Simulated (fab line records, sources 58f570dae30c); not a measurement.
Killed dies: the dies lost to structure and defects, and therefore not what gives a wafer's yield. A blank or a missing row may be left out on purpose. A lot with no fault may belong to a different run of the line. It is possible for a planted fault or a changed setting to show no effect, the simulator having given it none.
Comparing a struck lot with a sound one | flow berkeley_cmos170 | 18 steps out of a route of 331
Sound: these wafers, L882.1, L882.2, L882.5. Struck: wafers L880.3, L880.4, L880.5. The cause is given at the end.
Each step with rows lists, per side, the tool, then ch with its chambers, then its first start. Under that, the readings that differ: sound wafers | struck wafers | difference of the means | sigmas: that difference in standard deviations of wafers without a fault.
alike: same words and numbers on both sides, and readings whose means sit less than 2 such deviations apart. not compared: any withheld reading, any reading some wafer has no value for, any bound like >300 that may hide the same value, and any number with overlapping values for which the record gives no deviation.
The two part at a step that has a row with sigmas, a row that says differs or no value, or rows on one side only. Numbers that have no deviation but don't overlap get no sigmas and don't part them. Lack of a reading on every wafer of one side parts them only where that side has two or more wafers.

first, 5 steps without rows for these wafers: UCB170_NLDD_COAT_01 (resist thk 900 nm); UCB170_NLDD_SOFTBAKE_02 (time 60 s); UCB170_NLDD_EXPOSE_03 (exposes mask NSELECT, target cd 1200 nm); UCB170_NLDD_PEB_04; UCB170_NLDD_DEVELOP_05 (develop time 45 s).
UCB170_NLDD_CD_MEAS_06: the cd target is 1200 nm.
  sound on cd_sem-02 at day 10 07:56; struck on cd_sem-01 at day 9 14:25
  alike: cd_nm
UCB170_NLDD_OVL_MEAS_07:
  sound on overlay-01 at day 10 08:03; struck on overlay-01 at day 9 14:31
  alike: NLDD_OVL
then, 2 steps without rows for these wafers: UCB170_NLDD_IMPLANT_08; UCB170_NLDD_IMPLANT_09.
UCB170_NLDD_STRIP_10: strips in O2.
  sound on plasma_asher-04 ch 0,1, day 10 08:23; struck on plasma_asher-04 ch 0,1, day 9 14:52
  alike: drypump_motor_current_A, oes_product_au, strip_time_to_endpoint_s
  not compared: rf_hours_counter_h
UCB170_NLDD_TW_MEAS_11:
  sound on film_metro-01 at day 10 08:29; struck on film_metro-01 at day 9 14:58
  alike: NLDD_TW
then, 1 step without rows for these wafers: UCB170_NLDD_CLEAN_12 (cleans in SPM, time 600 s).
UCB170_SPACER_CVD_00: deposits SiO2 from TEOS/O2, target thk 376 nm, time 47 s.
  sound on pecvd-03 ch 0,1, day 10 08:56; struck on pecvd-02 ch 0,1, day 9 15:19
  reading                                 | sound             | struck            | difference | sigmas
  heater_power_w (W)                      | 296 296 303       | 186 248 207       | -85        | -2
  run_length_s (s)                        | 75.1 76.0 75.9    | 77.3 76.8 77.8    | +1.6       | +3
  model.SiO2_of_SPACER_CVD_00.thk_nm (nm) | 373.2 372.4 381.9 | 382.2 395.7 390.9 | +13.8      |
  alike: pressure_mtorr
UCB170_SPACER_THK_MEAS_01:
  sound on film_metro-01 at day 10 08:58; struck on film_metro-03 at day 9 15:23
  reading              | sound       | struck      | difference | sigmas
  SPACER_TEOS_THK (nm) | 373 372 382 | 382 395 391 | +14        | +2
then, 1 step without rows for these wafers: UCB170_SPACER_ANNEAL_02 (time 1800 s).
UCB170_SPACER_ETCHBACK_03: etches SiO2 in CHF3/CF4/Ar, stops on Si, target depth 376 nm, time 100 s.
  sound on rie_diel-03 ch 1,2,3, day 10 11:42; struck on rie_diel-02 ch 0,3, day 9 21:15
  reading                  | sound             | struck            | difference | sigmas
  model.etch.depth_nm (nm) | 373.2 372.4 381.9 | 382.2 395.7 390.9 | +13.8      |
  alike: drypump_motor_current_A, oes_product_au, throttle_valve_pct
  not compared: rf_hours_counter_h
then, 1 step without rows for these wafers: UCB170_PSD_HMDS_00 (prime time 60 s).
UCB170_M3_PROBE_99:
  record: rows for the struck wafers here (prober-01, day 11 08:24), none for the sound ones

WHERE THEY PART
At UCB170_SPACER_CVD_00 first; at UCB170_M3_PROBE_99 last (within this record only).

WHY: what the simulator had put in
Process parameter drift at UCB170_SPACER_CVD_00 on pecvd-02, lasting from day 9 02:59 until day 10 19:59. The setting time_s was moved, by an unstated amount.
